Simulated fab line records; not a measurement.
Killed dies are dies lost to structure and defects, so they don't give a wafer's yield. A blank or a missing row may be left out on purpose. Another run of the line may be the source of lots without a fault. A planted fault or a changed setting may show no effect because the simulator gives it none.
fab line records	flow rit_cmos
[record] lots = 7	wafers = 21	last_day = 7
route steps=202 shown PLDD@122 SPACER@125 NSD@131 M1@202
lots untouched by any fault: they come from a run of this same line in which no faults occurred
start_h: start of the lot's first displayed wafer, in hours after the record's first day	wait_h: time in hours since the lot's previous step	" same as the row above	L1.1+2: several wafers, shown together as one row	- value missing, or start not given	* or withheld: withheld	< > ~ a bound
route shown NAME@n: names a module that has steps shown in the file, with the first one's number in the route	usual: mean and standard deviation over wafers with no fault	same: alike in all rows	chamber/n: place in a boat	sites: readings site by site	_std_site: the values' standard deviation	_edge_site: mean of outer sites minus mean of inner sites	radius_mm: for every site, how far away it sits from the centre of the wafer	mask NAME#n: copy n	behind: the most recent tool/chamber to have shaped the wafer	hold: cause of the lot's hold/its duration in hours/its outcome	device: the transistor (n, p or np) that didn't switch	end of line: the route-end tests of the same wafers	a step given without rows: its recipe and nothing more	killed: the dies lost at the first sort to structure and to defects; this is not the yield of the wafer	map: dies across one wafer; x = killed, . = not, _ = none there
set.NAME: setting as actually run; set.NAME@STEP: the setting as run at that earlier step	model.NAME: the simulator's own value behind a step, which no gauge read
certain route steps with their lots: each step a table, each wafer a row
services: from which hour (start_h, from the record's first day; less than 0 if before it) a tool's chamber was out of use, for how many hours, and why
[[steps]]
[step RIT_PLDD_IMPLANT_08]
[recipe] species = BF2	energy_kev = 20	dose_cm2 = 9e+14	tilt_deg = 7
[step RIT_PLDD_STRIP_09]
[recipe] chemistry = O2	time_s = 180	resist = NOVOLAK	platen_temp_c = withheld	power_w = 500	pressure_mtorr = 4000	o2_flow_sccm = 4000
[usual] drypump_motor_current_A = 6.2/0.37
lot.wafer	tool	chamber	start_h	wait_h	drypump_motor_current_A	rf_hours_counter_h
L145.3	plasma_asher-04	1	44.84	0.1	6.2	-
L145.4	"	0	"	"	6.0	-
L145.6	"	1	"	"	6.2	-
L149.3	plasma_asher-02	0	74.38	0.1	5.6	-
L149.4	"	1	"	"	5.8	-
L149.6	"	0	"	"	5.7	-
L151.3	plasma_asher-02	0	78.86	0.1	5.6	-
L151.5	"	1	"	"	5.9	-
L151.6	"	0	"	"	5.6	-
L155.1	plasma_asher-02	0	104.72	0.1	5.7	41
L155.2	"	1	"	"	5.8	41
L155.6	"	1	"	"	5.8	-
L159.1	plasma_asher-03	0	122.88	0.1	6.8	50
L159.3	"	0	"	"	6.8	-
L159.6	"	1	"	"	6.3	-
L165.1	plasma_asher-03	1	149.03	0.1	6.3	52
L165.2	"	0	"	"	6.8	52
L165.3	"	1	"	"	6.3	-
L166.1	plasma_asher-03	0	154.48	0.1	6.8	53
L166.4	"	1	"	"	6.3	-
L166.5	"	1	"	"	6.3	-
[step RIT_PLDD_TW_MEAS_10]
[usual] PLDD_TW = 2341/14
lot.wafer	tool	chamber	start_h	wait_h	PLDD_TW
L145.3	film_metro-03	-	44.98	0.1	2340
L145.4	"	-	"	"	2328
L145.6	"	-	"	"	2330
L149.3	film_metro-01	-	74.51	0.1	2336
L149.4	"	-	"	"	2345
L149.6	"	-	"	"	2326
L151.3	film_metro-01	-	79.00	0.1	2345
L151.5	"	-	"	"	2335
L151.6	"	-	"	"	2344
L155.1	film_metro-04	-	104.90	0.1	2342
L155.2	"	-	"	"	2339
L155.6	"	-	"	"	2335
L159.1	film_metro-01	-	123.06	0.1	2351
L159.3	"	-	"	"	2346
L159.6	"	-	"	"	2350
L165.1	film_metro-03	-	149.20	0.1	2327
L165.2	"	-	"	"	2329
L165.3	"	-	"	"	2332
L166.1	film_metro-01	-	154.65	0.1	2364
L166.4	"	-	"	"	2348
L166.5	"	-	"	"	2344
[step RIT_SPACER_CLEAN_00]
[recipe] chemistry = SC1	mix = 3:3:50	time_s = 600	temp_c = 75
[step RIT_SPACER_CLEAN_01]
[recipe] chemistry = dHF	dilution = 50:1	time_s = 30
[step RIT_SPACER_CLEAN_02]
[recipe] chemistry = SC2	mix = 3:3:50	time_s = 600	temp_c = 75	dry = n2_spin
[step RIT_SPACER_CVD_03]
[recipe] material = Si3N4	target_thk_nm = 250	temp_c = 810	precursor = SiH2Cl2/NH3	time_s = 3300	pressure_mtorr = 300	sih2cl2_flow_sccm = 60	nh3_flow_sccm = 150
[step RIT_SPACER_THK_MEAS_04]
[recipe] reads = Si3N4_of_SPACER_CVD_03
[usual] SPACER_NITRIDE_THK = 250.7/2.6
lot.wafer	tool	chamber	start_h	wait_h	SPACER_NITRIDE_THK[nm]
L145.3	film_metro-03	-	47.32	0.0	244.7
L145.4	"	-	"	"	245.8
L145.6	"	-	"	"	247.8
L149.3	film_metro-04	-	76.86	0.0	248.9
L149.4	"	-	"	"	247.3
L149.6	"	-	"	"	247.3
L151.3	film_metro-02	-	82.09	0.0	250.9
L151.5	"	-	"	"	251.5
L151.6	"	-	"	"	251.6
L155.1	film_metro-02	-	107.28	0.0	250.9
L155.2	"	-	"	"	250.0
L155.6	"	-	"	"	251.3
L159.1	film_metro-03	-	126.48	0.0	253.3
L159.3	"	-	"	"	253.7
L159.6	"	-	"	"	253.8
L165.1	film_metro-03	-	151.54	0.0	249.1
L165.2	"	-	"	"	249.6
L165.3	"	-	"	"	247.3
L166.1	film_metro-03	-	157.00	0.0	252.0
L166.4	"	-	"	"	252.4
L166.5	"	-	"	"	252.3
[step RIT_SPACER_ETCHBACK_05]
[recipe] target_depth_a = 2500	SF6_flow_sccm = 30	CHF3_flow_sccm = 30	target = Si3N4	chemistry = SF6/CHF3	pressure_mtorr = 40	rf_w = 250	time_s = 240	stop_on = SiO2
[usual] drypump_motor_current_A = 5.8/0.65	oes_product_au = 0.846/0.015	throttle_valve_pct = 10.31/0.16
lot.wafer	tool	chamber	start_h	wait_h	drypump_motor_current_A	oes_product_au	rf_hours_counter_h	throttle_valve_pct
L145.3	rie_diel-02	3	47.36	0.0	5.4	0.832	86	10.33
L145.4	"	2	"	"	5.3	0.816	3	10.59
L145.6	"	3	"	"	5.4	0.842	-	10.33
L149.3	rie_diel-01	3	76.90	0.0	6.6	0.845	108	10.14
L149.4	"	3	"	"	6.6	0.837	-	10.14
L149.6	"	1	"	"	6.0	0.812	-	10.23
L151.3	rie_diel-02	1	82.13	0.0	6.5	0.859	6	10.48
L151.5	"	2	"	"	5.3	0.834	-	10.59
L151.6	"	3	"	"	5.4	0.851	-	10.34
L155.1	rie_diel-04	1	107.34	0.1	5.0	0.857	8	10.04
L155.2	"	2	"	"	5.0	0.858	70	10.56
L155.6	"	0	"	"	6.5	0.872	-	10.18
L159.1	rie_diel-04	2	126.54	0.1	5.0	0.859	71	10.55
L159.3	"	0	"	"	6.6	0.868	3	10.17
L159.6	"	3	"	"	6.4	0.842	-	10.31
L165.1	rie_diel-04	3	151.60	0.1	6.4	0.828	53	10.28
L165.2	"	2	"	"	5.1	0.854	71	10.55
L165.3	"	1	"	"	5.0	0.851	9	10.03
L166.1	rie_diel-01	1	157.06	0.1	6.0	0.827	149	10.24
L166.4	"	3	"	"	6.7	0.854	109	10.12
L166.5	"	1	"	"	6.0	0.827	-	10.23
[step RIT_NSD_HMDS_00]
[recipe] prime_time_s = 60	prime_temp_c = 140
[step RIT_NSD_COAT_01]
[recipe] resist = NOVOLAK	spin_rpm = 3250	resist_thk_nm = 1000
[step RIT_NSD_SOFTBAKE_02]
[recipe] resist = NOVOLAK	temp_c = 90	time_s = 60
[step RIT_NSD_EXPOSE_03]
[recipe] mask_id = M9	na = 0.57	target_cd_nm = 40700	dose_mj = 250
lot.wafer	tool	chamber	start_h	wait_h	mask	model.NSD.overlay_x_nm
L145.3+4+6	iline_stepper-01	0	48.12	0.2	M9#0	0.7322
L149.3+4+6	iline_stepper-02	0	77.66	0.2	M9#0	-1.771
L151.3+5+6	iline_stepper-02	0	82.77	0.1	M9#0	1.332e+04
L155.1+2+6	iline_stepper-02	0	108.06	0.2	M9#0	1.333e+04
L159.1+3+6	iline_stepper-02	0	127.27	0.2	M9#0	1.332e+04
L165.1+2+3	iline_stepper-01	0	152.42	0.2	M9#0	2.146
L166.1+4+5	iline_stepper-01	0	157.79	0.1	M9#0	-0.7978
[step RIT_NSD_PEB_04]
[recipe] resist = NOVOLAK	temp_c = withheld	time_s = withheld
[step RIT_NSD_DEVELOP_05]
[recipe] resist = NOVOLAK	develop_time_s = 50	dev_temp_c = 23
[step RIT_NSD_OVL_MEAS_06]
[usual] NSD_OVL = 0.4/1.4
lot.wafer	tool	chamber	start_h	wait_h	NSD_OVL[nm]
L145.3	overlay-02	-	48.50	-	-0.1
L145.4	"	-	"	"	0.9
L145.6	"	-	"	"	1.6
L149.3	overlay-01	-	78.03	-	-2.1
L149.4	"	-	"	"	-1.4
L149.6	"	-	"	"	-0.7
L151.3	overlay-02	-	83.14	-	-
L151.5	"	-	"	"	-
L151.6	"	-	"	"	-
L155.1	overlay-02	-	108.46	-	-
L155.2	"	-	"	"	-
L155.6	"	-	"	"	-
L159.1	overlay-01	-	127.67	-	-
L159.3	"	-	"	"	-
L159.6	"	-	"	"	-
L165.1	overlay-02	-	152.82	-	3.3
L165.2	"	-	"	"	3.7
L165.3	"	-	"	"	3.6
L166.1	overlay-02	-	158.19	-	-0.4
L166.4	"	-	"	"	-0.7
L166.5	"	-	"	"	-0.9
[step RIT_NSD_HARDBAKE_07]
[recipe] resist = NOVOLAK	temp_c = 140	time_s = 60
[step RIT_M1_PROBE_99]
[usual] killed_at_contacts = 0.1/0.27	killed_at_front_end = 6/3	killed_dies = 7/3	killed_on_rim = 1.7/1.4	killed_open = 3.1/2	killed_short = 3.4/2
[same] gross_dies = 264	killed_at_M0_to_M3 = 0	killed_at_M4_up = 0	killed_at_back_side = 0	killed_at_other = 0
lot.wafer	tool	chamber	start_h	wait_h	killed_at_contacts	killed_at_front_end	killed_dies	killed_on_rim	killed_open	killed_short	model.etest.nmos_0p15.junction_log10_a_um	model.etest.nmos_0p3.off_log10_a_um	model.etest.gate_end_array.leak_log10_a_um	model.etest.nmos_0p15.bv_v	model.etest.nmos_0p3.bv_v	model.etest.nmos_0p15.off_log10_a_um	model.etest.retro_edge_nmos.off_log10_a_um	model.etest.nmos_narrow.under_floor
L145.3	prober-01	-	58.78	0.2	0	11	11	4	8	3	-13.64	-13	-12.79	5.539	5.539	-10.55	-10.45	0
L145.4	prober-01	-	58.83	0.2	0	7	7	2	1	6	-13.6	-12.88	-12.7	5.467	5.467	-10.47	-10.33	0
L145.6	prober-01	-	58.93	0.2	0	10	10	3	6	4	-13.4	-12.92	-12.84	5.533	5.533	-10.36	-10.24	0
L149.3	prober-01	-	88.24	0.2	0	4	4	1	2	2	-13.68	-13.07	-12.83	5.447	5.447	-9.729	-9.751	0
L149.4	prober-01	-	88.29	0.2	0	10	10	1	5	5	-13.71	-12.95	-12.8	5.462	5.462	-9.711	-9.579	0
L149.6	prober-01	-	88.39	0.2	0	7	7	0	2	5	-13.56	-13.02	-12.8	5.466	5.466	-9.685	-9.62	0
L151.3	prober-01	-	93.40	0.2	0	264	264	70	1	2	-7.984	-8.117	-8.117	1.814	1.814	-8.023	-8.023	1
L151.5	prober-01	-	93.50	0.2	1	263	264	70	4	4	-7.634	-7.682	-7.682	1.817	1.817	-7.531	-7.531	1
L151.6	prober-01	-	93.55	0.2	0	264	264	70	4	4	-	-	-	-	-	-	-	0
L155.1	prober-01	-	120.47	0.1	0	264	264	70	2	4	-	-	-	1.412	1.412	-	-	0
L155.2	prober-01	-	120.52	0.1	0	264	264	70	2	6	-	-	-	1.463	1.463	-	-	0
L155.6	prober-01	-	120.72	0.2	0	264	264	70	3	5	-8.069	-8.039	-8.039	2.07	2.07	-8.041	-8.041	1
L159.1	prober-01	-	137.72	0.1	0	264	264	70	1	8	-7.763	-8.16	-8.16	1.856	1.856	-7.767	-7.767	1
L159.3	prober-01	-	137.82	0.2	0	264	264	70	3	2	-7.94	-8.287	-8.287	2.905	2.913	-7.91	-7.91	1
L159.6	prober-01	-	137.97	0.2	0	264	264	70	4	0	-	-	-	1.054	1.054	-	-	0
L165.1	prober-01	-	163.26	0.1	0	1	1	0	1	0	-13.52	-12.97	-12.67	5.455	5.455	-9.77	-9.574	0
L165.2	prober-01	-	163.31	0.1	0	10	10	3	4	6	-13.56	-13.01	-12.83	5.511	5.511	-10.04	-9.934	0
L165.3	prober-01	-	163.36	0.2	0	4	4	0	3	1	-13.62	-12.97	-12.83	5.449	5.449	-9.806	-9.742	0
L166.1	prober-02	-	168.21	0.1	0	4	4	1	0	4	-13.58	-13.11	-12.98	5.447	5.447	-10.13	-10.11	0
L166.4	prober-02	-	168.36	0.2	0	3	3	0	2	1	-13.68	-13.21	-13.11	5.482	5.482	-10.49	-10.39	0
L166.5	prober-02	-	168.41	0.2	0	4	4	1	3	1	-13.47	-13.15	-12.81	5.464	5.464	-10.48	-10.41	0
// killed by level:class
L145.3 FOX1:geometric_particle:short=3 SPACER:geometric_particle:open=3 FOX1:geometric_particle:open=2 FOX2:geometric_particle:open=1 GATE:geometric_particle:open=1 SILICIDE:geometric_particle:open=1
L145.4 GATE:geometric_particle:short=4 FOX1:geometric_particle:short=1 FOX1:geometric_particle:open=1 SPACER:geometric_particle:short=1
L145.6 GATE:geometric_particle:open=4 GATE:geometric_particle:short=3 FOX2:geometric_particle:open=1 REOX:geometric_particle:short=1 SILICIDE:geometric_particle:open=1
L149.3 GATE:geometric_particle:open=1 GATE:geometric_particle:short=1 SPACER:geometric_particle:open=1 SILICIDE:geometric_particle:short=1
L149.4 SPACER:geometric_particle:open=4 GATE:geometric_particle:short=2 SPACER:geometric_particle:short=2 GATE:geometric_particle:open=1 REOX:geometric_particle:short=1
L149.6 SILICIDE:geometric_particle:short=2 FOX1:geometric_particle:short=1 FOX1:geometric_particle:open=1 GATE:geometric_particle:open=1 REOX:geometric_particle:short=1 SPACER:geometric_particle:short=1
L151.3 NSD:overlay=261 GATE:geometric_particle:short=1 SPACER:geometric_particle:short=1 SPACER:geometric_particle:open=1
L151.5 NSD:overlay=256 SPACER:geometric_particle:short=3 SPACER:geometric_particle:open=2 FOX1:geometric_particle:short=1 REOX:geometric_particle:open=1 CONTACT:geometric_particle:open=1
L151.6 NSD:overlay=256 SPACER:geometric_particle:short=4 SPACER:geometric_particle:open=3 GATE:geometric_particle:open=1
L155.1 NSD:overlay=258 FOX2:geometric_particle:short=2 GATE:geometric_particle:open=2 GATE:geometric_particle:short=1 SPACER:geometric_particle:short=1
L155.2 NSD:overlay=256 GATE:geometric_particle:short=3 FOX1:geometric_particle:short=1 FOX1:geometric_particle:open=1 GATE:geometric_particle:open=1 SPACER:geometric_particle:short=1 SILICIDE:geometric_particle:short=1
L155.6 NSD:overlay=256 GATE:geometric_particle:short=3 GATE:geometric_particle:open=3 FOX1:geometric_particle:short=1 SILICIDE:geometric_particle:short=1
L159.1 NSD:overlay=255 GATE:geometric_particle:short=5 FOX1:geometric_particle:short=3 FOX1:geometric_particle:open=1
L159.3 NSD:overlay=259 FOX1:geometric_particle:open=1 GATE:geometric_particle:short=1 REOX:geometric_particle:open=1 SPACER:geometric_particle:open=1 SPACER:geometric_particle:short=1
L159.6 NSD:overlay=260 GATE:geometric_particle:open=3 SPACER:geometric_particle:open=1
L165.1 FOX2:geometric_particle:open=1
L165.2 GATE:geometric_particle:open=2 GATE:geometric_particle:short=2 SILICIDE:geometric_particle:open=2 SILICIDE:geometric_particle:short=2 REOX:geometric_particle:short=1 SPACER:geometric_particle:short=1
L165.3 GATE:geometric_particle:open=3 SILICIDE:geometric_particle:short=1
L166.1 REOX:geometric_particle:short=2 SPACER:geometric_particle:short=1 SILICIDE:geometric_particle:short=1
L166.4 FOX1:geometric_particle:open=1 FOX2:geometric_particle:open=1 SPACER:geometric_particle:short=1
L166.5 FOX2:geometric_particle:open=2 GATE:geometric_particle:short=1 REOX:geometric_particle:open=1
// map L151.3 (x killed, . not)
________xxxxxxx_______
_____xxxxxxxxxxxxx____
____xxxxxxxxxxxxxxx___
___xxxxxxxxxxxxxxxxx__
__xxxxxxxxxxxxxxxxxxx_
__xxxxxxxxxxxxxxxxxxx_
_xxxxxxxxxxxxxxxxxxxxx
_xxxxxxxxxxxxxxxxxxxxx
_xxxxxxxxxxxxxxxxxxxxx
_xxxxxxxxxxxxxxxxxxxxx
__xxxxxxxxxxxxxxxxxxx_
__xxxxxxxxxxxxxxxxxxx_
___xxxxxxxxxxxxxxxxx__
____xxxxxxxxxxxxxxx___
_____xxxxxxxxxxxxx____
________xxxxxxx_______
// map L155.1 (x killed, . not)
________xxxxxxx_______
_____xxxxxxxxxxxxx____
____xxxxxxxxxxxxxxx___
___xxxxxxxxxxxxxxxxx__
__xxxxxxxxxxxxxxxxxxx_
__xxxxxxxxxxxxxxxxxxx_
_xxxxxxxxxxxxxxxxxxxxx
_xxxxxxxxxxxxxxxxxxxxx
_xxxxxxxxxxxxxxxxxxxxx
_xxxxxxxxxxxxxxxxxxxxx
__xxxxxxxxxxxxxxxxxxx_
__xxxxxxxxxxxxxxxxxxx_
___xxxxxxxxxxxxxxxxx__
____xxxxxxxxxxxxxxx___
_____xxxxxxxxxxxxx____
________xxxxxxx_______
[[services]]
tool	chamber	start_h	hours	kind
rie_diel-01	3	23.50	10.1	repair
plasma_asher-02	-	26.21	1.6	repair
iline_stepper-01	-	26.57	0.5	repair
rie_diel-01	1	29.18	3.3	repair
rie_diel-04	0	39.43	3.9	repair
rie_diel-04	-	39.47	8.5	repair
rie_diel-04	1	40.14	14.4	repair
plasma_asher-03	-	56.59	2.4	repair
iline_stepper-01	-	60.11	1.7	pm
iline_stepper-02	-	70.32	1.7	pm
rie_diel-01	0	76.22	-	clean
rie_diel-01	0	76.22	24.8	scheduled_down
rie_diel-01	0	76.22	24.8	vent_cycle
rie_diel-01	3	77.46	16.6	repair
iline_stepper-02	-	89.21	3.4	repair
plasma_asher-02	-	105.02	4.3	repair
rie_diel-02	-	126.93	28.1	pm
plasma_asher-02	-	135.24	0.7	repair
rie_diel-01	1	157.42	-	clean
rie_diel-01	1	157.42	17.0	scheduled_down
rie_diel-01	1	157.42	17.0	vent_cycle
rie_diel-01	2	157.57	2.2	repair
rie_diel-02	3	157.63	5.5	repair
[[key]]
[first_sign] step = RIT_NSD_OVL_MEAS_06	reading = NSD_OVL	direction = missing
[effect] step = RIT_M1_PROBE_99	reading = killed_at_front_end	direction = up	sigmas = 85	usual = 6	struck = 264
[model_effect] step = RIT_NSD_EXPOSE_03	value = NSD.overlay_x_nm	without = 1.154	struck = 1.332e+04
[model_effect] step = RIT_M1_PROBE_99	value = etest.nmos_0p15.junction_log10_a_um	without = -13.47	struck = -7.878
[more_kills_born_at] RIT_NSD_EXPOSE_03@iline_stepper-02 = 2317
met_at RIT_NSD_EXPOSE_03
struck_wafers L151.3,L151.5,L151.6,L155.1,L155.2,L155.6,L159.1,L159.3,L159.6
tester_left_out L151,L155,L159
onset_between 77.66 82.77
[fault] kind = scanner_matching_overlay	tool = iline_stepper-02	chamber = -	onset_h = 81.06	steps = RIT_NSD_EXPOSE_03	offset = 13323
// tester_left_out: of these lots the tester's yield and bins aren't shown, on N5 and GAA mostly nor the transistor test; their killed dies are dies lost to structure and defects alone, not to doping, threshold or leakage, so they don't give the yield
